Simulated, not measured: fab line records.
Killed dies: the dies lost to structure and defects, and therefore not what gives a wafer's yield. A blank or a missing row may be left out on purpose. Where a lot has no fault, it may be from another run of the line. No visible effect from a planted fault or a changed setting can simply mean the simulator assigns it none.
Code-filled problem report in 8D (eight disciplines) form || flow rit-cmos || the parts of the form that need people (team, actions taken, sign-off) are left out

1. PROBLEM STATEMENT
CONTACT_TEOS_THK at RIT_CONTACT_THK_MEAS_01 reads a mean of 442 nm on 2 wafers of 2 lots; wafers without a fault read 400 nm with a standard deviation of 5.2. Relative to the usual mean, that is a shift of +8.0 standard deviations.
Earliest sighting: wafer L955.3 on film-metro-04 at day 7 02:10. The record has a number at this step for 42 wafers belonging to 14 lots. Rule for "out", or "out of limits": more than 4 standard deviations from the usual mean. The rest of the wafers with a number are treated as sound.

2. WHAT IT IS; WHAT IT IS NOT
{"question": "which readings at this step", "is": "CONTACT_TEOS_THK", "is not": "-"}
{"question": "which lots", "is": "L955, L958", "is not": "L936, L937, L938, L939, L940, L941, L942, L943, L944, L945, L946, L947"}
{"question": "which wafers of those lots", "is": "L955.3, L958.2", "is not": "L955.2, L955.4, L958.3, L958.6"}
{"question": "read on which gauges", "is": "film-metro-02, film-metro-04", "is not": "film-metro-01"}
{"question": "when", "is": "from day 7 02:10", "is not": "up to then (38 sound wafers); but 2 sound wafers of L958 came after"}

3. SUSPECTS, AND WHAT RULES EACH OUT
Counting: a tool at a process step up to the reading stays a suspect if it ran every lot that is out. Sound lots after the first of them don't rule it out here, since some wafers of a struck lot are sound.
- the gauge at RIT_CONTACT_THK_MEAS_01 is ruled out. 2 gauges (film-metro-02, film-metro-04) read the wafers that are out.
- pecvd-04 at RIT_CONTACT_CVD_00 (deposits SiO2 from TEOS, target thk 400 nm, time 61 s): kept. It ran every lot that is out, first L955 (day 7 02:06); its last sound lot up to then is L947 (day 5 09:11). Its own readings are out on those wafers: rf-fwd-power-W.
- In pecvd-04 at RIT_CONTACT_CVD_00, the wafers that are out were processed in chamber 0 and their sound lot-mates in chambers 1, 2.
After counting, what remains is pecvd-04 at RIT_CONTACT_CVD_00.

4. THE CAUSE (what the simulator had put in)
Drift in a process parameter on pecvd-04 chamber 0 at RIT_CONTACT_CVD_00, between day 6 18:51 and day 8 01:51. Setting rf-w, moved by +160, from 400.
Only this tool survived the counting.

5. SEQUENCE OF EFFECTS, ordered by route
One row per reading whose mean, taken over the struck wafers that have a number, lies over 3 standard deviations from the usual. Only readings whose record carries a usual standard deviation are examined. hours: median over the lots of the time between each lot's start at the first step of this table that gives one and its start at this step. sigmas: the change, counted in usual standard deviations.
{"hours": 0, "step": "RIT_CONTACT_CVD_00", "reading": "rf-fwd-power-W", "usual": "397.2 W", "on struck wafers": 558.0, "change": "+160.8", "sigmas": "+99 or more"}
{"hours": 0, "step": "RIT_CONTACT_THK_MEAS_01", "reading": "CONTACT_TEOS_THK", "usual": "400 nm", "on struck wafers": 442, "change": "+42", "sigmas": "+8.0"}
{"hours": 7, "step": "RIT_M1_PROBE_99", "reading": "killed-at-contacts", "usual": 0.1, "on struck wafers": 1.0, "change": "+0.9", "sigmas": "+3.8"}
It contains these process steps:
- RIT_CONTACT_CVD_00: deposits SiO2 from TEOS, target thk 400 nm, time 61 s.
- RIT_M1_PROBE_99

6. WHAT WOULD HAVE CAUGHT IT SOONER
7 hours passed between the start of the fault at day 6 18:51 and the first reading out of limits at a measuring or inspecting step in this record, taken at day 7 02:10.
Tool's own readings at RIT_CONTACT_CVD_00, rf-fwd-power-W: out on all struck wafers the step has rows for; an alarm limit on them would have tripped on the first.
Of the lots that are out (2), L958 began RIT_CONTACT_CVD_00 on pecvd-04 after day 7 02:10. Holding the tool at that time would have saved it.
